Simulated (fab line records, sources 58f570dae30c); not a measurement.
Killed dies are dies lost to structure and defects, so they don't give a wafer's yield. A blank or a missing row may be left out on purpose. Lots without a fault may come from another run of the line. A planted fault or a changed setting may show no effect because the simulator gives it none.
A struck lot beside a sound one | flow berkeley_cmos170 | 23 steps out of a route of 331
Sound: wafers L554.2, L554.3, L554.4. Struck: wafers L558.2, L558.3, L558.4. The cause comes at the end.
At each step with rows: each side's tool, then ch and its chambers, then its first start. Under that, the readings that differ: sound wafers | struck wafers | difference of the means | sigmas: that difference in standard deviations of wafers without a fault.
alike: readings whose means differ by less than 2 such deviations, and words and numbers that are the same on both sides. not compared: withheld readings, readings that some wafer has no value for, bounds like >300 that may hide the same value, and numbers for which the record gives no deviation and whose values overlap.
The two part at a step that has a row with sigmas, a row that says differs or no value, or rows on one side only. Numbers that don't overlap but have no deviation are shown without sigmas and don't part them. A reading that every wafer of one side lacks parts them only if that side has two wafers or more.

UCB170_NWELL_ETCH_13: etches Si3N4 in CH3F/Ar/O2, stops on SiO2, target depth 246.4 nm, time 154 s.
  sound on rie_diel-02 ch 0,2,3, day 4 18:22; struck on rie_diel-03 ch 0,2,3, day 5 20:15
  alike: CH3F_flow_sccm, drypump_motor_current_A, mfc_ar_sccm, oes_product_au, throttle_valve_pct
  not compared: rf_hours_counter_h
then, 1 step without rows for these wafers: UCB170_NWELL_IMPLANT_14.
UCB170_NWELL_STRIP_15: strips in O2.
  sound on plasma_asher-02 ch 0,1, day 4 18:37; struck on plasma_asher-02 ch 0,1, day 5 20:36
  alike: drypump_motor_current_A, oes_product_au, strip_time_to_endpoint_s
  not compared: rf_hours_counter_h
UCB170_NWELL_TW_MEAS_16:
  sound on film_metro-04, day 4 18:43; struck on film_metro-03, day 5 20:43
  reading  | sound          | struck         | difference | sigmas
  NWELL_TW | 1261 1259 1258 | 1232 1223 1229 | -31        | -3
then, 6 steps without rows for these wafers: UCB170_NWELL_CLEAN_17 (cleans in SPM, time 600 s); UCB170_NWELL_WET_ETCH_18 (etches Si3N4 in H3PO4, time 14400 s); UCB170_NWELL_WET_ETCH_19 (etches SiO2 in BOE, time 22 s); UCB170_PWELL_CLEAN_00 (cleans in SPM, time 600 s); UCB170_PWELL_CLEAN_01 (cleans in dHF, time 60 s); UCB170_PWELL_OXIDATION_02 (target thk 26.4 nm, ox time 1260 s).
UCB170_PWELL_THK_MEAS_03:
  sound on film_metro-02, day 5 06:00; struck on film_metro-04, day 6 09:50
  reading              | sound          | struck         | difference | sigmas
  PWELL_OXIDE_THK (nm) | 24.8 25.1 24.7 | 23.2 23.5 23.2 | -1.6       | -2
then, 1 step without rows for these wafers: UCB170_PWELL_ANNEAL_04 (time 900 s).
UCB170_PWELL_CVD_05: deposits Si3N4 from SiH2Cl2/NH3, target thk 220 nm, time 3300 s.
  sound on lpcvd-01 ch 0, day 5 11:28; struck on lpcvd-02 ch 1, day 6 15:36
  reading                                 | sound           | struck            | difference | sigmas
  model.Si3N4_of_PWELL_CVD_05.thk_nm (nm) | 221 220.4 221.1 | 217.8 218.3 217.2 | -3.1       |
  alike: zone_power_centre_pct
UCB170_PWELL_THK_MEAS_06:
  sound on film_metro-04, day 5 13:24; struck on film_metro-02, day 6 17:32
  alike: PWELL_NITRIDE_THK
then, 6 steps without rows for these wafers: UCB170_PWELL_HMDS_07 (prime time 60 s); UCB170_PWELL_COAT_08 (resist thk 900 nm); UCB170_PWELL_SOFTBAKE_09 (time 60 s); UCB170_PWELL_EXPOSE_10 (exposes mask PWELL, target cd 3000 nm); UCB170_PWELL_PEB_11; UCB170_PWELL_DEVELOP_12 (develop time 45 s).
UCB170_PWELL_OVL_MEAS_13:
  sound on overlay-02, day 5 14:38; struck on overlay-02, day 6 20:29
  alike: PWELL_OVL
UCB170_PWELL_ETCH_14: etches Si3N4 in CH3F/Ar/O2, stops on SiO2, target depth 242 nm, time 156.7 s.
  sound on rie_diel-04 ch 0,2,3, day 5 14:40; struck on rie_diel-04 ch 1,3, day 6 20:31
  reading                  | sound           | struck            | difference | sigmas
  model.etch.depth_nm (nm) | 221 220.4 221.1 | 217.8 218.3 217.2 | -3.1       |
  alike: CH3F_flow_sccm, drypump_motor_current_A, mfc_ar_sccm, oes_product_au, throttle_valve_pct
  not compared: rf_hours_counter_h
then, 1 step without rows for these wafers: UCB170_PWELL_IMPLANT_15.

WHERE THEY PART
First at UCB170_NWELL_TW_MEAS_16; last, within this record, at UCB170_PWELL_THK_MEAS_03. Later steps at which nothing parts them and some readings are alike: UCB170_PWELL_CVD_05, UCB170_PWELL_THK_MEAS_06, UCB170_PWELL_OVL_MEAS_13, UCB170_PWELL_ETCH_14.

WHY: what the simulator had put in
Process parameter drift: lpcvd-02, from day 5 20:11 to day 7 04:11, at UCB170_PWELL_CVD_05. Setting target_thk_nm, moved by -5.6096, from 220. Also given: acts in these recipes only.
